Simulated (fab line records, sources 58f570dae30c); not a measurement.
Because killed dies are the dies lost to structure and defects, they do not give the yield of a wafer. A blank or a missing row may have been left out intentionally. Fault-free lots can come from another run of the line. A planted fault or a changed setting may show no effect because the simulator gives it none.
Which tool was responsible? || flow berkeleyCmos170 || 45 wafers from 15 lots sampled at 2 of the route's 331 steps

== WHAT EACH GAUGE READ, for each wafer ==
UCB170_SCREENOX_THK_MEAS_02.
{"lot": "L960", "measured": "day 6 14:14", "on": "filmMetro-01", "SCREENOX_OXIDE_THK (nm)": "15.56 15.71 15.57"}
{"lot": "L961", "measured": "day 7 00:07", "on": "filmMetro-01", "SCREENOX_OXIDE_THK (nm)": "15.72 15.49 15.88"}
{"lot": "L963", "measured": "day 7 00:11", "on": "filmMetro-01", "SCREENOX_OXIDE_THK (nm)": "14.89 15.11 15.07"}
{"lot": "L964", "measured": "day 7 00:06", "on": "filmMetro-02", "SCREENOX_OXIDE_THK (nm)": "15.41 15.33 15.40"}
{"lot": "L966", "measured": "day 7 15:10", "on": "filmMetro-04", "SCREENOX_OXIDE_THK (nm)": "15.23 15.41 15.38"}
{"lot": "L967", "measured": "day 8 00:56", "on": "filmMetro-04", "SCREENOX_OXIDE_THK (nm)": "15.35 15.57 15.47"}
{"lot": "L970", "measured": "day 8 23:03", "on": "filmMetro-01", "SCREENOX_OXIDE_THK (nm)": "15.70 15.23 15.29"}
{"lot": "L971", "measured": "day 8 23:03", "on": "filmMetro-04", "SCREENOX_OXIDE_THK (nm)": "15.55 15.75 15.55"}
{"lot": "L972", "measured": "day 8 23:03", "on": "filmMetro-02", "SCREENOX_OXIDE_THK (nm)": "15.22 15.26 14.96"}
{"lot": "L973", "measured": "day 9 10:32", "on": "filmMetro-01", "SCREENOX_OXIDE_THK (nm)": "14.96 15.10 15.12"}
{"lot": "L974", "measured": "day 9 10:32", "on": "filmMetro-04", "SCREENOX_OXIDE_THK (nm)": "15.37 15.25 15.14"}
{"lot": "L975", "measured": "day 9 21:37", "on": "filmMetro-02", "SCREENOX_OXIDE_THK (nm)": "20.15 20.45 20.45"}
{"lot": "L976", "measured": "day 9 21:40", "on": "filmMetro-04", "SCREENOX_OXIDE_THK (nm)": "20.36 20.33 20.52"}
{"lot": "L977", "measured": "day 9 21:35", "on": "filmMetro-04", "SCREENOX_OXIDE_THK (nm)": "20.33 20.26 20.47"}
{"lot": "L978", "measured": "day 10 12:35", "on": "filmMetro-01", "SCREENOX_OXIDE_THK (nm)": "15.63 15.58 15.71"}

== WHICH TOOL RAN EACH LOT (tool, then ch and the chambers of the sampled wafers, then the start) ==
{"lot": "L960", "UCB170_SCREENOX_OXIDATION_01": "furnace-04 ch 0, day 6 12:34"}
{"lot": "L961", "UCB170_SCREENOX_OXIDATION_01": "furnace-04 ch 0, day 6 22:26"}
{"lot": "L963", "UCB170_SCREENOX_OXIDATION_01": "furnace-04 ch 0, day 6 22:26"}
{"lot": "L964", "UCB170_SCREENOX_OXIDATION_01": "furnace-04 ch 0, day 6 22:26"}
{"lot": "L966", "UCB170_SCREENOX_OXIDATION_01": "furnace-02 ch 0, day 7 13:29"}
{"lot": "L967", "UCB170_SCREENOX_OXIDATION_01": "furnace-01 ch 0, day 7 23:14"}
{"lot": "L970", "UCB170_SCREENOX_OXIDATION_01": "furnace-04 ch 0, day 8 21:23"}
{"lot": "L971", "UCB170_SCREENOX_OXIDATION_01": "furnace-04 ch 0, day 8 21:23"}
{"lot": "L972", "UCB170_SCREENOX_OXIDATION_01": "furnace-04 ch 0, day 8 21:23"}
{"lot": "L973", "UCB170_SCREENOX_OXIDATION_01": "furnace-01 ch 0, day 9 08:52"}
{"lot": "L974", "UCB170_SCREENOX_OXIDATION_01": "furnace-01 ch 0, day 9 08:52"}
{"lot": "L975", "UCB170_SCREENOX_OXIDATION_01": "furnace-04 ch 0, day 9 19:55"}
{"lot": "L976", "UCB170_SCREENOX_OXIDATION_01": "furnace-04 ch 0, day 9 19:55"}
{"lot": "L977", "UCB170_SCREENOX_OXIDATION_01": "furnace-04 ch 0, day 9 19:55"}
{"lot": "L978", "UCB170_SCREENOX_OXIDATION_01": "furnace-01 ch 0, day 10 10:55"}
- UCB170_SCREENOX_OXIDATION_01: target thk 14.4 nm, ox time 2400 s.

== AS READ BY THE TOOLS THEMSELVES (means over the sampled wafers that have a number; for cases with no such wafer, the mark the record gives instead) ==
UCB170_SCREENOX_OXIDATION_01.
{"lot": "L960", "tool": "furnace-04", "zonePowerSourcePct (%)": 26.9}
{"lot": "L961", "tool": "furnace-04", "zonePowerSourcePct (%)": 26.9}
{"lot": "L963", "tool": "furnace-04", "zonePowerSourcePct (%)": 26.7}
{"lot": "L964", "tool": "furnace-04", "zonePowerSourcePct (%)": 27.0}
{"lot": "L966", "tool": "furnace-02", "zonePowerSourcePct (%)": 27.3}
{"lot": "L967", "tool": "furnace-01", "zonePowerSourcePct (%)": 28.0}
{"lot": "L970", "tool": "furnace-04", "zonePowerSourcePct (%)": 26.7}
{"lot": "L971", "tool": "furnace-04", "zonePowerSourcePct (%)": 26.6}
{"lot": "L972", "tool": "furnace-04", "zonePowerSourcePct (%)": 26.6}
{"lot": "L973", "tool": "furnace-01", "zonePowerSourcePct (%)": 28.0}
{"lot": "L974", "tool": "furnace-01", "zonePowerSourcePct (%)": 28.0}
{"lot": "L975", "tool": "furnace-04", "zonePowerSourcePct (%)": 26.6}
{"lot": "L976", "tool": "furnace-04", "zonePowerSourcePct (%)": 26.7}
{"lot": "L977", "tool": "furnace-04", "zonePowerSourcePct (%)": 26.5}
{"lot": "L978", "tool": "furnace-01", "zonePowerSourcePct (%)": 28.0}

== THE ANSWER, worked out from the rows above alone ==
Rule: usual is defined by the lots themselves. Put in order of their means at a reading, lots are off if they are a third of the lots or fewer, leave a main group of 4 or more, and stand apart from it by a gap of 3 or more times the standard deviation of the main group's means; of several such gaps the widest counts. If all means in a main group match to the digits the tables above print for the reading, that group is not used. A lot without any number at a reading at which 4 lots or more have one is off too. Where the step has rows for the other lots, those lots are counted as sound. The gauges are gone through in route order, then the tools' own readings, and for those a lot's mean is taken as printed above. The first step at which some lot is off is used, and at that step the reading that is off furthest; a lot without a number counts as furthest.
Off: L975, L976, L977, at UCB170_SCREENOX_THK_MEAS_02 (SCREENOX_OXIDE_THK). For the main group the mean is 15.39 nm and the standard deviation 0.22.
If a tool, at a process step before that reading, ran all the lots that are off and no sound lot after the first of them, it fits. Those tools and the gauges at UCB170_SCREENOX_THK_MEAS_02 are tried in the same way. One fits: UCB170_SCREENOX_OXIDATION_01 on furnace-04. A fault onset in the window from L970 (day 8 21:23, its last sound lot) to L975 (day 9 19:55, its first lot off) fits.

== WHAT THE SIMULATOR HAD PUT IN ==
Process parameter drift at UCB170_SCREENOX_OXIDATION_01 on furnace-04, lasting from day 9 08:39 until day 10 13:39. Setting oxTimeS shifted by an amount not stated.
Lots struck among those shown: L977, L975, L976. The rule given above showed the same thing.
